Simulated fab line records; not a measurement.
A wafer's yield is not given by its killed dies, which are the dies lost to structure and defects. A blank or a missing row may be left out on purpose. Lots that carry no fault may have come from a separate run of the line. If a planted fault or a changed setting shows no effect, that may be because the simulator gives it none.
The tool behind it: which one?	flow rit_cmos	14 lots, 42 wafers sampled, at 2 steps of a route of 202

WHAT EACH GAUGE READ, for each wafer
RIT_NRETRO_TW_MEAS_10. Usual: for NRETRO_TW the level is 1054 and the standard deviation is 7.2.
lot	measured	on	NRETRO_TW	flag
L785	day 2 08:01	film_metro-03	1051 1060 1053	
L786	day 2 15:39	film_metro-03	1053 1059 1052	
L787	day 2 18:16	film_metro-02	1050 1044 1049	
L788	day 2 23:02	film_metro-03	1055 1056 1058	
L789	day 3 07:43	film_metro-01	1051 1055 1051	
L792	day 3 23:38	film_metro-01	1049 1050 1047	
L794	day 4 04:49	film_metro-03	1067 1064 1065	
L795	day 4 12:28	film_metro-01	1052 1054 1050	
L796	day 4 18:26	film_metro-01	1052 1049 1055	
L800	day 5 12:07	film_metro-03	1065 1066 1059	
L801	day 5 14:59	film_metro-01	1137 1133 1136	OFF
L802	day 5 22:50	film_metro-01	1131 1136 1130	OFF
L803	day 6 04:37	film_metro-01	1043 1049 1048	
L804	day 6 09:57	film_metro-03	1069 1070 1064	

WHAT TOOL EACH LOT RAN ON (gives the tool, then ch and the chambers of the sampled wafers, and finally the start)
lot	RIT_NRETRO_IMPLANT_08
L785	implanter-03 ch 0, day 2 07:42
L786	implanter-03 ch 0, day 2 15:19
L787	implanter-03 ch 0, day 2 17:57
L788	implanter-03 ch 0, day 2 22:44
L789	implanter-04 ch 0, day 3 07:24
L792	implanter-01 ch 0, day 3 23:19
L794	implanter-04 ch 0, day 4 04:31
L795	implanter-01 ch 0, day 4 12:08
L796	implanter-03 ch 0, day 4 18:08
L800	implanter-04 ch 0, day 5 11:47
L801	implanter-03 ch 0, day 5 14:41
L802	implanter-03 ch 0, day 5 22:32
L803	implanter-04 ch 0, day 6 04:17
L804	implanter-04 ch 0, day 6 09:37
- RIT_NRETRO_IMPLANT_08

AS READ BY THE TOOLS THEMSELVES (means over the sampled wafers that have a number; for cases with no such wafer, the mark the record gives instead)
RIT_NRETRO_IMPLANT_08. Usual: beam_energy_keV reads 69.996 (standard deviation 0.022).
lot	tool	beam_energy_keV	flag
L785	implanter-03	69.997	
L786	implanter-03	69.994	
L787	implanter-03	69.986	
L788	implanter-03	69.961	
L789	implanter-04	69.999	
L792	implanter-01	69.983	
L794	implanter-04	70.002	
L795	implanter-01	69.980	
L796	implanter-03	70.004	
L800	implanter-04	70.023	
L801	implanter-03	94.484	OFF
L802	implanter-03	94.469	OFF
L803	implanter-04	69.986	
L804	implanter-04	70.008	

THE ANSWER, worked out from the rows above alone
Rule: a lot counts as off when the mean over its wafers that have a number is more than 3 standard deviations away from the usual mean. Also off: a lot with no number at a reading for which 4 or more lots have one. Any other lot the step has rows for is counted as sound. After the gauges, taken in route order, come the tools' own readings; for these a lot's mean is taken, as printed above. At the first step where some lot is off, the reading lying furthest off is the one used; lots without a number count as furthest.
Off: at RIT_NRETRO_TW_MEAS_10 (NRETRO_TW), L801, L802.
If a tool, at a process step before that reading, ran all the lots that are off and no sound lot after the first of them, it fits. The gauges at RIT_NRETRO_TW_MEAS_10 aren't tried: what is off there is off at RIT_NRETRO_IMPLANT_08 too, on other tools, and a gauge's error can't cause that. One fits: RIT_NRETRO_IMPLANT_08 on implanter-03. A fault onset in the window from L796 (day 4 18:08, its last sound lot) to L801 (day 5 14:41, its first lot off) fits.
On the lots that are off, the tool's own readings at RIT_NRETRO_IMPLANT_08 differ by more than 5 times the standard deviation of the sound lots' means, which bears it out; beam_energy_keV reads 94.476 there versus 69.994 on the sound lots.

WHAT WAS PUT IN BY THE SIMULATOR
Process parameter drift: implanter-03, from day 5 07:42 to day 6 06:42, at RIT_NRETRO_IMPLANT_08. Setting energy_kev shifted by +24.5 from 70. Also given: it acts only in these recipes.
Shown lots that were struck: L801, L802. This agrees with what the rule above found.
